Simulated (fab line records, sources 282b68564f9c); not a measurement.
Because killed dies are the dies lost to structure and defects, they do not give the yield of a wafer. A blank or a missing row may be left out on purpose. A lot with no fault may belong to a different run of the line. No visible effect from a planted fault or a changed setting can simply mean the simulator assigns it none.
Comparing a struck lot with a sound one    flow rit_cmos    14 out of 202 route steps
Sound: these wafers, L323.2, L323.3, L323.5. Wafers struck: L326.2, L326.5, L326.6. The cause is named last.
Order at every step that has rows: each side's tool, ch and its chambers, its first start. Under that, the readings that differ: sound wafers    struck wafers    difference of the means    sigmas: that difference in standard deviations of wafers without a fault.
alike: same words and numbers on both sides, and readings whose means sit less than 2 such deviations apart. not compared: any withheld reading, any reading some wafer has no value for, any bound like >300 that may hide the same value, and any number with overlapping values for which the record gives no deviation.
Wherever a step has rows on one side only, a row that says differs or no value, or a row with sigmas, the two part there. When numbers do not overlap yet have no deviation, they are printed without sigmas and do not part them. A reading missing from all wafers of one side parts the sides only when that side holds two or more wafers.

first, 2 steps without rows for these wafers: RIT_ACTIVE_CLEAN_17 (cleans in SC2, time 600 s); RIT_FOX1_OXIDATION_00 (target thk 350.7 nm, ox time 1130 s).
RIT_FOX1_THK_MEAS_01:
  struck on film_metro-01, day 4 17:01; sound on film_metro-04, day 4 02:53
  alike: FOX1_OXIDE_THK
then, 2 steps without rows for these wafers: RIT_FOX1_WET_ETCH_02 (etches SiO2 in BOE, target depth 350 nm, time 390 s); RIT_FOX2_OXIDATION_00 (target thk 350.7 nm, ox time 1130 s).
RIT_FOX2_THK_MEAS_01:
  struck on film_metro-02, day 4 19:50; sound on film_metro-04, day 4 04:31
reading              sound        struck       difference  sigmas
FOX2_OXIDE_THK (nm)  347 346 343  357 361 359  +14         +2
then, 2 steps without rows for these wafers: RIT_FOX2_CLEAN_02 (cleans in dHF, time 180 s); RIT_FOX2_WET_ETCH_03 (etches Si3N4 in H3PO4, target depth 195 nm, time 2700 s).
RIT_FOX2_THK_MEAS_90:
  struck on film_metro-04, day 4 20:43; sound on film_metro-01, day 4 05:27
reading                      sound        struck       difference  sigmas
FIELD_OXIDE_LEFT_1_THK (nm)  321 319 316  329 333 332  +13         +2
then, 3 steps without rows for these wafers: RIT_NWELL_HMDS_00 (prime time 60 s); RIT_NWELL_COAT_01 (resist thk 1300 nm); RIT_NWELL_SOFTBAKE_02 (time 60 s).
RIT_NWELL_EXPOSE_03: exposes mask M2, target cd 43900 nm.
  struck on iline_stepper-02, day 4 21:23; sound on iline_stepper-01 ch 0, day 4 06:06
  no value came back on the struck wafers for exposure_dose_mJ_cm2, focus_offset_nm (nm), reticle_temp_C (C); on the sound wafers exposure_dose_mJ_cm2 reads 249.89 249.77 250.11
  alike: mask
then, 1 step without rows for these wafers: RIT_NWELL_PEB_04.

== WHERE THEY PART ==
At RIT_FOX2_THK_MEAS_01 first; at RIT_NWELL_EXPOSE_03 last (within this record only).

WHY: what the simulator had put in
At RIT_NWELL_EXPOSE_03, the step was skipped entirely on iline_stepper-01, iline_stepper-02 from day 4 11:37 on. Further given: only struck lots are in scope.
